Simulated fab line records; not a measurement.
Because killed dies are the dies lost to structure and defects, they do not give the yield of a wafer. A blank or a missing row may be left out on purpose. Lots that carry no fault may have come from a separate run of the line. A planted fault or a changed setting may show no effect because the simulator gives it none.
Check of tool commonality / flow rit cmos / Sample size 14 lots and 42 wafers

== WHAT PROMPTED THE OPENING ==
Of 14 lots, 2 have the reading PSD_TW flagged at RIT_PSD_TW_MEAS_10. Fault-free wafers read 3417, with a standard deviation of 20.
Rule: a lot is flagged when every wafer of it that has a number lies more than 4 standard deviations from that mean, or none has a number. All remaining lots are regarded as sound.

lot=L718; measured=day 3 05:20; on=film metro-02; PSD_TW, wafer by wafer=3414 3421 3425; flag=
lot=L719; measured=day 3 07:49; on=film metro-01; PSD_TW, wafer by wafer=3433 3405 3409; flag=
lot=L720; measured=day 3 17:17; on=film metro-02; PSD_TW, wafer by wafer=3403 3423 3412; flag=
lot=L722; measured=day 3 23:55; on=film metro-01; PSD_TW, wafer by wafer=3404 3392 3412; flag=
lot=L723; measured=day 4 04:04; on=film metro-04; PSD_TW, wafer by wafer=3410 3424 3425; flag=
lot=L724; measured=day 4 08:19; on=film metro-01; PSD_TW, wafer by wafer=3423 3414 3428; flag=
lot=L725; measured=day 4 12:37; on=film metro-01; PSD_TW, wafer by wafer=3572 3579 3578; flag=FLAGGED
lot=L727; measured=day 5 05:00; on=film metro-01; PSD_TW, wafer by wafer=3609 3599 3614; flag=FLAGGED
lot=L734; measured=day 6 12:52; on=film metro-01; PSD_TW, wafer by wafer=3432 3434 3443; flag=
lot=L735; measured=day 6 16:02; on=film metro-02; PSD_TW, wafer by wafer=3413 3447 3417; flag=
lot=L738; measured=day 7 10:10; on=film metro-01; PSD_TW, wafer by wafer=3389 3394 3412; flag=
lot=L739; measured=day 7 11:46; on=film metro-02; PSD_TW, wafer by wafer=3447 3442 3464; flag=
lot=L740; measured=day 7 21:45; on=film metro-04; PSD_TW, wafer by wafer=3389 3388 3385; flag=
lot=L741; measured=day 8 02:14; on=film metro-01; PSD_TW, wafer by wafer=3399 3395 3397; flag=
On average the flagged lots' numbers are 3592, which is +175 against the usual, or +9 standard deviations.

== WHICH TOOL EACH LOT WENT THROUGH ==
The record holds 1 process step before the reading, out of a route of 202 steps. Each cell gives the tool, then ch followed by the chambers the sampled wafers passed through, then the start.
lot=L718; flag=; RIT_PSD_IMPLANT_08=implanter-01 ch 0, day 3 05:01
lot=L719; flag=; RIT_PSD_IMPLANT_08=implanter-02 ch 0, day 3 07:29
lot=L720; flag=; RIT_PSD_IMPLANT_08=implanter-04 ch 0, day 3 16:58
lot=L722; flag=; RIT_PSD_IMPLANT_08=implanter-04 ch 0, day 3 23:35
lot=L723; flag=; RIT_PSD_IMPLANT_08=implanter-04 ch 0, day 4 03:44
lot=L724; flag=; RIT_PSD_IMPLANT_08=implanter-01 ch 0, day 4 07:59
lot=L725; flag=FLAGGED; RIT_PSD_IMPLANT_08=implanter-04 ch 0, day 4 12:17
lot=L727; flag=FLAGGED; RIT_PSD_IMPLANT_08=implanter-04 ch 0, day 5 04:41
lot=L734; flag=; RIT_PSD_IMPLANT_08=implanter-01 ch 0, day 6 12:32
lot=L735; flag=; RIT_PSD_IMPLANT_08=implanter-02 ch 0, day 6 15:42
lot=L738; flag=; RIT_PSD_IMPLANT_08=implanter-04 ch 0, day 7 09:51
lot=L739; flag=; RIT_PSD_IMPLANT_08=implanter-04 ch 0, day 7 11:26
lot=L740; flag=; RIT_PSD_IMPLANT_08=implanter-02 ch 0, day 7 21:28
lot=L741; flag=; RIT_PSD_IMPLANT_08=implanter-01 ch 0, day 8 01:55
What these steps do:
- RIT_PSD_IMPLANT_08
- RIT_PSD_TW_MEAS_10

== FLAGGED OVER TOTAL, TOOL BY TOOL (the gauges that took the reading come last) ==
step=RIT_PSD_IMPLANT_08; tool=implanter-01; lots run=4; flagged=0; share of the flagged lots=none; sound lots run after its first flagged lot=-
step=RIT_PSD_IMPLANT_08; tool=implanter-02; lots run=3; flagged=0; share of the flagged lots=none; sound lots run after its first flagged lot=-
step=RIT_PSD_IMPLANT_08; tool=implanter-04; lots run=7; flagged=2; share of the flagged lots=all; sound lots run after its first flagged lot=2 (L738,L739)
step=RIT_PSD_TW_MEAS_10; tool=film metro-01; lots run=8; flagged=2; share of the flagged lots=all; sound lots run after its first flagged lot=3 (L734,L738,L741)
step=RIT_PSD_TW_MEAS_10; tool=film metro-02; lots run=4; flagged=0; share of the flagged lots=none; sound lots run after its first flagged lot=-
step=RIT_PSD_TW_MEAS_10; tool=film metro-04; lots run=2; flagged=0; share of the flagged lots=none; sound lots run after its first flagged lot=-

== WHAT IS ALLOWED BY THE TABLE ==
Rows of the table that ran all the flagged lots, 2 in number: implanter-04 at RIT_PSD_IMPLANT_08; film metro-01 at RIT_PSD_TW_MEAS_10.
- implanter-04 at RIT_PSD_IMPLANT_08 ran 7 lots, 2 of them flagged. After the first flagged lot (L738, L739), sound lots still ran on it; a lasting fault on the whole tool would not permit that. Its own readings (beam energy keV) fall more than 4 standard deviations out on all wafers of the flagged lots.
- film metro-01 at RIT_PSD_TW_MEAS_10 ran 8 lots, 2 of them flagged. After the first flagged lot (L734, L738, L741), sound lots still ran on it; a lasting fault on the whole tool would not permit that.
There is no row in the table that ran each flagged lot and no sound lot after the first.

== WHAT THE SIMULATOR HAD PUT IN ==
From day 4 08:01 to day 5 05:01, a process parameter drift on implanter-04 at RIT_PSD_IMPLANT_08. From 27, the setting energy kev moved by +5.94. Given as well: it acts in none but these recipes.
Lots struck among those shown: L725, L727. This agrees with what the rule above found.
